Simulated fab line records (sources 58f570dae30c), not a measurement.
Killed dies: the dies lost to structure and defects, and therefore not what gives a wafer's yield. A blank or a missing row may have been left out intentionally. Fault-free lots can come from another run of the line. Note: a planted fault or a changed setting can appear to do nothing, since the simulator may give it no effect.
What tool caused it? + flow berkeley_cmos170 + 21 wafers from 7 lots sampled at 2 of the route's 331 steps

## WHAT THE GAUGES READ, wafer by wafer
UCB170_V2_THK_MEAS_01.
| lot  | measured     | on            | V2_TEOS_THK (nm) |
|------|--------------|---------------|------------------|
| L918 | day 8 02:26  | film_metro-02 | 1982 1997 2001   |
| L919 | day 8 03:13  | film_metro-02 | 2037 2014 2014   |
| L928 | day 10 13:25 | film_metro-01 | 2243 1997 2024   |
| L930 | day 10 15:02 | film_metro-02 | 2018 2041 2006   |
| L934 | day 11 14:55 | film_metro-02 | 1970 1992 1965   |
| L938 | day 11 23:40 | film_metro-02 | 2003 1990 2035   |
| L936 | day 12 02:33 | film_metro-02 | 1996 2015 2073   |

## WHAT TOOL EACH LOT RAN ON (gives the tool, then ch and the chambers of the sampled wafers, and finally the start)
| lot  | UCB170_V2_CVD_00                |
|------|---------------------------------|
| L918 | pecvd-03 ch 0,1,2, day 8 02:17  |
| L919 | pecvd-01 ch 0,2, day 8 03:04    |
| L928 | pecvd-02 ch 0,1,2, day 10 13:16 |
| L930 | pecvd-03 ch 0,1, day 10 14:53   |
| L934 | pecvd-03 ch 0,1,2, day 11 14:45 |
| L938 | pecvd-01 ch 0,1, day 11 23:31   |
| L936 | pecvd-01 ch 0,1, day 12 02:15   |
- UCB170_V2_CVD_00: deposits SiO2 from TEOS/O2, target thk 2000 nm, time 250 s.

## THE ANSWER, worked out from the rows above alone
Rule: what is usual is taken from the lots themselves. The widest of any qualifying gaps counts: lots, ordered by their means at a reading, are off when they make up no more than a third of the lots, leave a main group of 4 or more, and stand apart from it by 3 or more times the standard deviation of that group's means. The tables above print the reading to a certain number of digits; a main group whose means all agree to those digits is not used. Also off: a lot with no number at a reading for which 4 or more lots have one. Where the step has rows for the other lots, those lots are counted as sound.
Off: at UCB170_V2_THK_MEAS_01 (V2_TEOS_THK), L928. The main group has a mean of 2008 nm with a standard deviation of 18.
If a tool, at a process step before that reading, ran all the lots that are off and no sound lot after the first of them, it fits. The gauges at UCB170_V2_THK_MEAS_01 are tried like those tools. 2 tools fit, pecvd-02 at UCB170_V2_CVD_00 and film_metro-01 at UCB170_V2_THK_MEAS_01, so this cannot tell which one it is.

## WHAT THE SIMULATOR HAD INSERTED
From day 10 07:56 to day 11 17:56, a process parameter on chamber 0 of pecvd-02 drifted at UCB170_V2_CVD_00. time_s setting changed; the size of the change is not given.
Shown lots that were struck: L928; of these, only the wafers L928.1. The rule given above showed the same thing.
